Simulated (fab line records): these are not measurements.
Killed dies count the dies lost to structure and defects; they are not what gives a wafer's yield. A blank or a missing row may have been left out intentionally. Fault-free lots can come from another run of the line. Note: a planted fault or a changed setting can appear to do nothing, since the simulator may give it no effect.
A single fault, viewed from 2 desks / flow berkeleyCmos170 / numbers are kept per desk, each desk with only its own; the story behind them comes last

AT THE METROLOGY DESK
Means of the sampled wafers that have a number, per lot and without regard to the tool the lot ran on: this is what the gauges read. If a lot's mean is further than 4 standard deviations from the usual mean, the lot is out of limits and carries the mark OUT (the distance appears in the brackets).
Columns: A = cdNm at UCB170_PSD_CD_MEAS_06, usual 1200.1 nm; B = V2_BOW at UCB170_V2_BOW_MEAS_03, usual 37 um
lot=L239; first seen here=day 6 06:16; A=1199.8; B=36
lot=L240; first seen here=day 6 19:49; A=1198.8; B=27
lot=L242; first seen here=day 7 21:29; A=1201.8; B=33
lot=L249; first seen here=day 8 14:26; A=1200.6; B=40
lot=L247; first seen here=day 8 14:34; A=1202.6; B=42
lot=L248; first seen here=day 8 14:48; A=1197.5; B=38
lot=L250; first seen here=day 9 05:55; A=1198.8; B=38
lot=L254; first seen here=day 9 18:18; A=1200.4; B=30
lot=L253; first seen here=day 9 18:41; A=1199.0; B=38
lot=L258; first seen here=day 10 08:25; A=1200.1; B=34
lot=L257; first seen here=day 10 08:43; A=1201.6; B=33
lot=L259; first seen here=day 10 11:52; A=1198.3; B=34
lot=L260; first seen here=day 11 06:14; A=1200.6; B=38
This desk's finding: nothing out of limits on any of the 13 lots.

FOR THE TOOL OWNER'S DESK: rieMetal-03
The tool's own readings at UCB170_M1_METAL_ETCH_12 (etches Al in Cl2/BCl3, stops on PSG, target depth 780 nm, time 130 s): means of the sampled wafers that have a number, for each lot that ran on this tool. If a lot's mean is further than 4 standard deviations from the usual mean, the lot is out of limits and carries the mark OUT (the distance appears in the brackets).
Columns: A = drypumpMotorCurrentA at UCB170_M1_METAL_ETCH_12, usual 5.6 A; B = oesProductAu at UCB170_M1_METAL_ETCH_12, usual 0.860 a.u.; C = rfFwdPowerW at UCB170_M1_METAL_ETCH_12, usual 597.5 W; D = throttleValvePct at UCB170_M1_METAL_ETCH_12, usual 24.43 %
lot=L239; first seen here=day 6 19:39; A=5.3; B=0.864; C=594.9; D=24.41
lot=L242; first seen here=day 8 08:28; A=5.3; B=0.861; C=597.1; D=24.41
lot=L249; first seen here=day 9 04:27; A=5.3; B=0.861; C=573.2 (-14) OUT; D=24.40
lot=L248; first seen here=day 9 05:23; A=5.4; B=0.861; C=550.4 (-28) OUT; D=24.31
lot=L250; first seen here=day 9 18:14; A=5.3; B=0.869; C=574.2 (-14) OUT; D=24.39
This desk's verdict: out of limits on L248, L249, L250, starting with L249 at day 9 04:27 (rfFwdPowerW at UCB170_M1_METAL_ETCH_12). In limits: L239, L242.

PUT TOGETHER
An alarm could have come from the tool owner's desk at day 9 04:27, on L248, L249, L250.
At the metrology desk, nothing out of limits was observed.
The metrology desk holds a record of L248, L249, L250, inside its limits.
UCB170_M1_METAL_ETCH_12 was run on rieMetal-03 by each of the lots named.

WHAT HAD BEEN PUT IN BY THE SIMULATOR
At UCB170_M1_METAL_ETCH_12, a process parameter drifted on rieMetal-03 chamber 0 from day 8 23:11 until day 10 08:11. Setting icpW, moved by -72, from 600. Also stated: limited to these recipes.
Lots struck among those shown: L248, L249, L250.
Delay in hours, fault start to first out-of-limits reading, by desk: the tool owner's desk at 5.
